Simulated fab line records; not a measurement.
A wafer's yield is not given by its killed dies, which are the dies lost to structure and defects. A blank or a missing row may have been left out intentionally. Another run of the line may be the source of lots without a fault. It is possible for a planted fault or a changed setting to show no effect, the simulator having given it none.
Problem report in the 8D (eight disciplines) form, filled by code | flow berkeley cmos170 | the parts of the form that need people (team, actions taken, sign-off) are left out

## 1. THE PROBLEM
Mean of exposure dose mJ cm2 at UCB170_ACTIVE_EXPOSE_10: 19.803 over 3 wafers from 1 lot, against 19.982 (standard deviation 0.019) on wafers with no fault. That puts it -9.4 standard deviations away from the usual mean.
The step: exposes mask ACTIVE, target cd 1200 nm.
The first sign was on wafer L317.1 at day 6 17:36, on krf scanner-02. Wafers with a number at this step in the record: 39, from 13 lots. Rule for "out", or "out of limits": more than 4 standard deviations from the usual mean. The other wafers with a number count as sound.

## 2. WHAT THIS IS AND IS NOT
question                    | is                     | is not
which readings at this step | exposure dose mJ cm2   | -
which lots                  | L317                   | L305, L306, L307, L308, L309, L310, L311, L312, L313, L320, L324, L326
which wafers of those lots  | all that have a number | -
read on which tools         | krf scanner-02         | krf scanner-01
when                        | from day 6 17:36       | up to then (27 sound wafers); but 9 sound wafers of L320, L324, L326 came after

## 3. SUSPECTS, AND WHAT RULES EACH OUT
Counting: a tool stays on the suspect list if, at a process step up to the reading, it processed all lots that are out and no sound lot following the first of them.
- krf scanner-02 at UCB170_ACTIVE_EXPOSE_10 (exposes mask ACTIVE, target cd 1200 nm): kept. It ran the lot that is out, L317 (day 6 17:36), and no sound lot after that; its last sound lot up to then is L310 (day 5 16:23). Its own readings are out on those wafers: exposure dose mJ cm2.
Remaining after the count: krf scanner-02 at UCB170_ACTIVE_EXPOSE_10.

## 4. THE CAUSE (what the simulator had put in)
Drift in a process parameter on krf scanner-02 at UCB170_ACTIVE_EXPOSE_10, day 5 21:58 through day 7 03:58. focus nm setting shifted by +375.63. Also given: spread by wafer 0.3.
The count eliminated every tool but this one.

## 5. THE CHAIN OF EFFECTS, in route order
Each row: a reading whose mean over the struck wafers that have a number lies more than 3 standard deviations from the usual. Scope: only readings with a usual standard deviation given in the record; hours: median across lots of the time from each lot's start at the first step in this table that gives one to its start at this step; sigmas: change in usual standard deviations.
hours | step                    | reading              | usual  | on struck wafers | change | sigmas
0     | UCB170_ACTIVE_EXPOSE_10 | exposure dose mJ cm2 | 19.982 | 19.803           | -0.179 | -9.4
The process steps in it:
- UCB170_ACTIVE_EXPOSE_10: exposes mask ACTIVE, target cd 1200 nm.

## 6. HOW IT WOULD HAVE BEEN CAUGHT EARLIER
In this record the first reading out of limits was taken at day 6 17:36, 20 hours after the fault began at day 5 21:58.
